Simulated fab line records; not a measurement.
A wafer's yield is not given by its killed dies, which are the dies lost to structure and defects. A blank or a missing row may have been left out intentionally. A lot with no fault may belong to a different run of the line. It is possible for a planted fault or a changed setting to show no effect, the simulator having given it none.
Comparing a struck lot with a sound one ; flow berkeley_cmos170 ; 15 out of 331 route steps
Sound: the wafers L223.2, L223.4, L223.5. Struck: wafers L230.1, L230.2, L230.4. The cause is given at the end.
At each step with rows: each side's tool, then ch and its chambers, then its first start. Under that, the readings that differ: sound wafers ; struck wafers ; difference of the means ; sigmas: that difference in standard deviations of wafers without a fault.
alike: same words and numbers on both sides, and readings whose means sit less than 2 such deviations apart. not compared: any withheld reading, any reading some wafer has no value for, any bound like >300 that may hide the same value, and any number with overlapping values for which the record gives no deviation.
The two part at a step that has a row with sigmas, a row that says differs or no value, or rows on one side only. Non-overlapping numbers with no deviation appear without sigmas and do not part them. A reading that every wafer of one side lacks parts them only if that side has two wafers or more.

first, 7 steps without rows for these wafers: UCB170_PSD_CLEAN_11 (cleans in SPM, time 600 s); UCB170_NSD_HMDS_00 (prime time 60 s); UCB170_NSD_COAT_01 (resist thk 900 nm); UCB170_NSD_SOFTBAKE_02 (time 60 s); UCB170_NSD_EXPOSE_03 (exposes mask NSELECT MOD, target cd 1200 nm); UCB170_NSD_PEB_04; UCB170_NSD_DEVELOP_05 (develop time 45 s).
UCB170_NSD_CD_MEAS_06 targets a cd of 1200 nm.
  sound on cd_sem-02 at day 8 14:52; struck on cd_sem-01 at day 9 10:52
  alike: cd_nm
UCB170_NSD_OVL_MEAS_07:
  sound on overlay-01 at day 8 14:58; struck on overlay-01 at day 9 10:59
  alike: NSD_OVL
then, 1 step without rows for these wafers: UCB170_NSD_IMPLANT_08.
UCB170_NSD_STRIP_09: strips in O2.
  sound on plasma_asher-04 ch 1, day 8 15:08; struck on plasma_asher-01 ch 0,1, day 9 11:11
reading;sound;struck;difference;sigmas
strip_time_to_endpoint_s (s);35.89 35.97 35.89;35.67 35.66 35.70;-0.24;-3
  alike: drypump_motor_current_A, oes_product_au
  not compared: rf_hours_counter_h
UCB170_NSD_TW_MEAS_10:
  sound on film_metro-03 at day 8 15:15; struck on film_metro-03 at day 9 11:17
  alike: NSD_TW
UCB170_NSD_CLEAN_11: cleans in SPM, time 600 s.
  sound on wet_bench-04 ch 3, day 8 15:21; struck on wet_bench-03 ch 0, day 9 11:20
  no value came back on the struck wafers for bath_guard_temp_C (C), bath_heat_duty_pct (%); on the sound wafers bath_guard_temp_C (C) reads 120.1 119.6 119.8
then, 1 step without rows for these wafers: UCB170_BACKSIDE_HMDS_00 (prime time 60 s).
UCB170_M3_PROBE_99:
  rows exist in the record for the sound wafers here (prober-01, day 9 13:59), none for the struck ones

== WHERE THEY PART ==
First at UCB170_NSD_STRIP_09; last, within this record, at UCB170_M3_PROBE_99.

WHY: what the simulator had put in
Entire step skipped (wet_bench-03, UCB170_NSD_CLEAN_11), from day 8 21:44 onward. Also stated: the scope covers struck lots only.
